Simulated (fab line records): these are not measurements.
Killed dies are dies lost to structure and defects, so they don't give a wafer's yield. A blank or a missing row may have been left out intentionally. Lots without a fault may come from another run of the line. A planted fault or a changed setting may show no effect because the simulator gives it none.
Which tool did it? / flow berkeley-cmos170 / 14 lots, 42 wafers sampled, at 5 steps of a route of 331

WHAT THE GAUGES SHOWED, per wafer
UCB170_START_THK_MEAS_03.
lot=L560; measured=day 1 19:09; on=film-metro-03; START_OXIDE_THK (nm)=19.6 20.0 19.9
lot=L564; measured=day 2 17:12; on=film-metro-04; START_OXIDE_THK (nm)=20.3 20.1 20.1
lot=L565; measured=day 2 20:19; on=film-metro-04; START_OXIDE_THK (nm)=19.7 19.3 19.6
lot=L566; measured=day 3 02:29; on=film-metro-03; START_OXIDE_THK (nm)=20.1 19.8 19.8
lot=L567; measured=day 3 05:48; on=film-metro-01; START_OXIDE_THK (nm)=19.8 20.0 20.1
lot=L568; measured=day 3 10:44; on=film-metro-03; START_OXIDE_THK (nm)=19.4 19.2 19.1
lot=L571; measured=day 4 03:07; on=film-metro-03; START_OXIDE_THK (nm)=20.0 20.1 20.3
lot=L572; measured=day 4 10:44; on=film-metro-04; START_OXIDE_THK (nm)=19.4 19.5 19.8
lot=L574; measured=day 4 18:24; on=film-metro-04; START_OXIDE_THK (nm)=19.7 20.0 20.1
lot=L575; measured=day 5 03:14; on=film-metro-01; START_OXIDE_THK (nm)=20.2 20.1 19.5
lot=L576; measured=day 5 03:14; on=film-metro-03; START_OXIDE_THK (nm)=19.6 19.5 19.8
lot=L578; measured=day 5 12:51; on=film-metro-01; START_OXIDE_THK (nm)=20.0 20.0 19.7
lot=L581; measured=day 6 05:02; on=film-metro-01; START_OXIDE_THK (nm)=20.3 19.7 20.1
lot=L582; measured=day 6 09:07; on=film-metro-04; START_OXIDE_THK (nm)=20.8 20.5 20.4

UCB170_WELLDRIVE_THK_MEAS_02.
lot=L560; measured=day 4 07:44; on=film-metro-02; WELLDRIVE_OXIDE_THK (nm)=203 198 201
lot=L564; measured=day 4 20:14; on=film-metro-02; WELLDRIVE_OXIDE_THK (nm)=200 202 201
lot=L565; measured=day 4 15:29; on=film-metro-03; WELLDRIVE_OXIDE_THK (nm)=201 201 200
lot=L566; measured=day 5 16:26; on=film-metro-03; WELLDRIVE_OXIDE_THK (nm)=199 198 193
lot=L567; measured=day 5 16:25; on=film-metro-01; WELLDRIVE_OXIDE_THK (nm)=201 201 204
lot=L568; measured=day 6 06:30; on=film-metro-01; WELLDRIVE_OXIDE_THK (nm)=198 196 199
lot=L571; measured=day 6 06:31; on=film-metro-02; WELLDRIVE_OXIDE_THK (nm)=201 202 200
lot=L572; measured=day 6 21:39; on=film-metro-01; WELLDRIVE_OXIDE_THK (nm)=200 201 202
lot=L574; measured=day 6 21:41; on=film-metro-02; WELLDRIVE_OXIDE_THK (nm)=197 204 198
lot=L575; measured=day 7 01:31; on=film-metro-02; WELLDRIVE_OXIDE_THK (nm)=195 196 194
lot=L576; measured=day 7 01:31; on=film-metro-03; WELLDRIVE_OXIDE_THK (nm)=196 196 197
lot=L578; measured=day 7 06:32; on=film-metro-03; WELLDRIVE_OXIDE_THK (nm)=197 205 203
lot=L581; measured=day 8 06:26; on=film-metro-02; WELLDRIVE_OXIDE_THK (nm)=115 113 116
lot=L582; measured=day 8 01:41; on=film-metro-03; WELLDRIVE_OXIDE_THK (nm)=122 115 119

UCB170_ACTIVE_CD_MEAS_90: target cd 1200 nm.
lot=L560; measured=day 5 11:01; on=cd-sem-02; cd-nm (nm)=1198.4 1196.4 1198.3
lot=L564; measured=day 5 19:57; on=cd-sem-01; cd-nm (nm)=1196.0 1195.3 1196.2
lot=L565; measured=day 5 19:42; on=cd-sem-01; cd-nm (nm)=1199.2 1198.9 1199.7
lot=L566; measured=day 6 10:58; on=cd-sem-01; cd-nm (nm)=1198.4 1198.0 1196.2
lot=L567; measured=day 6 11:11; on=cd-sem-01; cd-nm (nm)=1201.6 1202.0 1203.4
lot=L568; measured=day 7 01:17; on=cd-sem-01; cd-nm (nm)=1199.1 1199.6 1199.4
lot=L571; measured=day 7 01:11; on=cd-sem-01; cd-nm (nm)=1199.5 1200.0 1197.9
lot=L572; measured=day 7 14:59; on=cd-sem-02; cd-nm (nm)=1198.2 1197.1 1197.7
lot=L574; measured=day 7 15:25; on=cd-sem-02; cd-nm (nm)=1201.0 1199.6 1200.4
lot=L575; measured=day 7 14:43; on=cd-sem-02; cd-nm (nm)=1200.4 1200.5 1201.1
lot=L576; measured=day 7 15:13; on=cd-sem-02; cd-nm (nm)=1201.4 1203.2 1201.9
lot=L578; measured=day 8 01:29; on=cd-sem-01; cd-nm (nm)=1199.5 1198.6 1198.0
lot=L581; measured=day 8 20:28; on=cd-sem-01; cd-nm (nm)=1202.8 1202.9 1202.2
lot=L582; measured=day 8 18:47; on=cd-sem-01; cd-nm (nm)=1199.6 1198.4 1198.9

UCB170_GATE_THK_MEAS_02.
lot=L560; measured=day 7 00:02; on=film-metro-02; GATE_OXIDE_THK (nm)=6.64 6.70 6.67
lot=L564; measured=day 7 11:04; on=film-metro-03; GATE_OXIDE_THK (nm)=6.66 6.57 6.55
lot=L565; measured=day 7 11:08; on=film-metro-01; GATE_OXIDE_THK (nm)=6.50 6.49 6.39
lot=L566; measured=day 8 03:02; on=film-metro-03; GATE_OXIDE_THK (nm)=6.63 6.62 6.55
lot=L567; measured=day 8 03:04; on=film-metro-03; GATE_OXIDE_THK (nm)=6.55 6.44 6.51
lot=L568; measured=day 8 12:42; on=film-metro-03; GATE_OXIDE_THK (nm)=6.77 6.74 6.66
lot=L571; measured=day 8 12:43; on=film-metro-01; GATE_OXIDE_THK (nm)=6.66 6.54 6.62
lot=L572; measured=day 8 22:30; on=film-metro-01; GATE_OXIDE_THK (nm)=6.46 6.56 6.60
lot=L574; measured=day 8 22:32; on=film-metro-01; GATE_OXIDE_THK (nm)=6.51 6.59 6.57
lot=L575; measured=day 8 22:29; on=film-metro-03; GATE_OXIDE_THK (nm)=6.62 6.69 6.67
lot=L576; measured=day 8 22:30; on=film-metro-02; GATE_OXIDE_THK (nm)=6.66 6.68 6.70
lot=L578; measured=day 9 23:08; on=film-metro-02; GATE_OXIDE_THK (nm)=6.57 6.51 6.56
lot=L581; measured=day 10 13:52; on=film-metro-02; GATE_OXIDE_THK (nm)=6.53 6.64 6.63
lot=L582; measured=day 10 13:52; on=film-metro-03; GATE_OXIDE_THK (nm)=6.50 6.56 6.52

EACH LOT AND THE TOOL THAT RAN IT (in order: tool; ch and the chambers of the sampled wafers; start)
lot=L560; UCB170_WELLDRIVE_OXIDATION_01=furnace-02 ch 0, day 4 04:13
lot=L564; UCB170_WELLDRIVE_OXIDATION_01=furnace-02 ch 0, day 4 16:43
lot=L565; UCB170_WELLDRIVE_OXIDATION_01=furnace-02 ch 0, day 4 11:58
lot=L566; UCB170_WELLDRIVE_OXIDATION_01=furnace-02 ch 0, day 5 12:55
lot=L567; UCB170_WELLDRIVE_OXIDATION_01=furnace-02 ch 0, day 5 12:55
lot=L568; UCB170_WELLDRIVE_OXIDATION_01=furnace-03 ch 0, day 6 02:59
lot=L571; UCB170_WELLDRIVE_OXIDATION_01=furnace-03 ch 0, day 6 02:59
lot=L572; UCB170_WELLDRIVE_OXIDATION_01=furnace-02 ch 0, day 6 18:08
lot=L574; UCB170_WELLDRIVE_OXIDATION_01=furnace-02 ch 0, day 6 18:08
lot=L575; UCB170_WELLDRIVE_OXIDATION_01=furnace-04 ch 0, day 6 22:00
lot=L576; UCB170_WELLDRIVE_OXIDATION_01=furnace-04 ch 0, day 6 22:00
lot=L578; UCB170_WELLDRIVE_OXIDATION_01=furnace-02 ch 0, day 7 02:59
lot=L581; UCB170_WELLDRIVE_OXIDATION_01=furnace-02 ch 0, day 8 02:56
lot=L582; UCB170_WELLDRIVE_OXIDATION_01=furnace-02 ch 0, day 7 22:11
- UCB170_WELLDRIVE_OXIDATION_01: target thk 199 nm, ox time 9000 s.

WHAT THE TOOLS THEMSELVES READ (means of the sampled wafers that have a number; where no wafer has one, the mark that the record gives instead)
UCB170_WELLDRIVE_OXIDATION_01.
lot=L560; tool=furnace-02; spike-tc-load-C (C)=1129.9
lot=L564; tool=furnace-02; spike-tc-load-C (C)=1131.1
lot=L565; tool=furnace-02; spike-tc-load-C (C)=1129.6
lot=L566; tool=furnace-02; spike-tc-load-C (C)=1129.8
lot=L567; tool=furnace-02; spike-tc-load-C (C)=1129.4
lot=L568; tool=furnace-03; spike-tc-load-C (C)=1125.4
lot=L571; tool=furnace-03; spike-tc-load-C (C)=1126.5
lot=L572; tool=furnace-02; spike-tc-load-C (C)=1128.9
lot=L574; tool=furnace-02; spike-tc-load-C (C)=1129.6
lot=L575; tool=furnace-04; spike-tc-load-C (C)=1129.9
lot=L576; tool=furnace-04; spike-tc-load-C (C)=1128.9
lot=L578; tool=furnace-02; spike-tc-load-C (C)=1128.6
lot=L581; tool=furnace-02; spike-tc-load-C (C)=1129.2
lot=L582; tool=furnace-02; spike-tc-load-C (C)=1128.8

THE ANSWER, worked out from the rows above alone
Rule: the usual values come from the lots themselves. The widest of any qualifying gaps counts: lots, ordered by their means at a reading, are off when they make up no more than a third of the lots, leave a main group of 4 or more, and stand apart from it by 3 or more times the standard deviation of that group's means. A main group is skipped when, at the precision printed for the reading in the tables above, its means are all equal. A lot without any number at a reading at which 4 lots or more have one is off too. Any other lot the step has rows for is counted as sound. After the gauges, taken in route order, come the tools' own readings; for these a lot's mean is taken, as printed above. At the first step where some lot is off, the reading lying furthest off is the one used; lots without a number count as furthest.
Off: L581, L582, at UCB170_WELLDRIVE_THK_MEAS_02 (WELLDRIVE_OXIDE_THK). For the main group the mean is 199 nm and the standard deviation 2.3.
A tool fits if, at a process step before that reading, it ran every lot that is off, and no sound lot after the first of them. The gauges at UCB170_WELLDRIVE_THK_MEAS_02 are tried like those tools. One fits: furnace-02 at UCB170_WELLDRIVE_OXIDATION_01. A fault onset in the window from L578 (day 7 02:59, its last sound lot) to L582 (day 7 22:11, its first lot off) fits.

WHAT THE SIMULATOR PUT IN
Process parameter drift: furnace-02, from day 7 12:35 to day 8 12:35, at UCB170_WELLDRIVE_OXIDATION_01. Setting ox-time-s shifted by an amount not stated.
Shown lots that were struck: L581, L582. The rule above reached the same finding.
